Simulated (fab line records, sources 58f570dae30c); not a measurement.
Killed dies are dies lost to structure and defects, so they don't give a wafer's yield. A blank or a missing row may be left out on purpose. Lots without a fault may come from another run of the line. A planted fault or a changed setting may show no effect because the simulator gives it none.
Which tool did it? | flow berkeley_cmos170 | 7 lots, 21 wafers sampled, at 1 step of a route of 331

WHAT THE GAUGES READ, wafer by wafer
UCB170_PFIELD_OVL_MEAS_06.
lot  | measured    | on         | PFIELD_OVL (nm)
L978 | day 5 06:08 | overlay-01 | 4 -3 2
L977 | day 5 06:50 | overlay-02 | 0 -2 6
L981 | day 5 13:55 | overlay-01 | -4 -5 -4
L985 | day 6 21:42 | overlay-01 | 6 1 -3
L989 | day 7 18:29 | overlay-02 | 6 2 7
L995 | day 8 17:37 | overlay-01 | -6 4 1
L998 | day 9 17:31 | overlay-02 | 1 -1 1

WHICH TOOL RAN EACH LOT (tool, then ch and the chambers of the sampled wafers, then the start)
The record holds no process step before these readings.

THE ANSWER, worked out from the rows above alone
Rule: what is usual is taken from the lots themselves. Put in order of their means at a reading, lots are off if they are a third of the lots or fewer, leave a main group of 4 or more, and stand apart from it by a gap of 3 or more times the standard deviation of the main group's means; of several such gaps the widest counts. A main group whose means are all the same, to the digits that the tables above print for the reading, isn't used. A lot without any number at a reading at which 4 lots or more have one is off too. The other lots that the step has rows for count as sound.
No lot is off at any reading shown: from this, nothing can be told.

WHAT THE SIMULATOR HAD PUT IN
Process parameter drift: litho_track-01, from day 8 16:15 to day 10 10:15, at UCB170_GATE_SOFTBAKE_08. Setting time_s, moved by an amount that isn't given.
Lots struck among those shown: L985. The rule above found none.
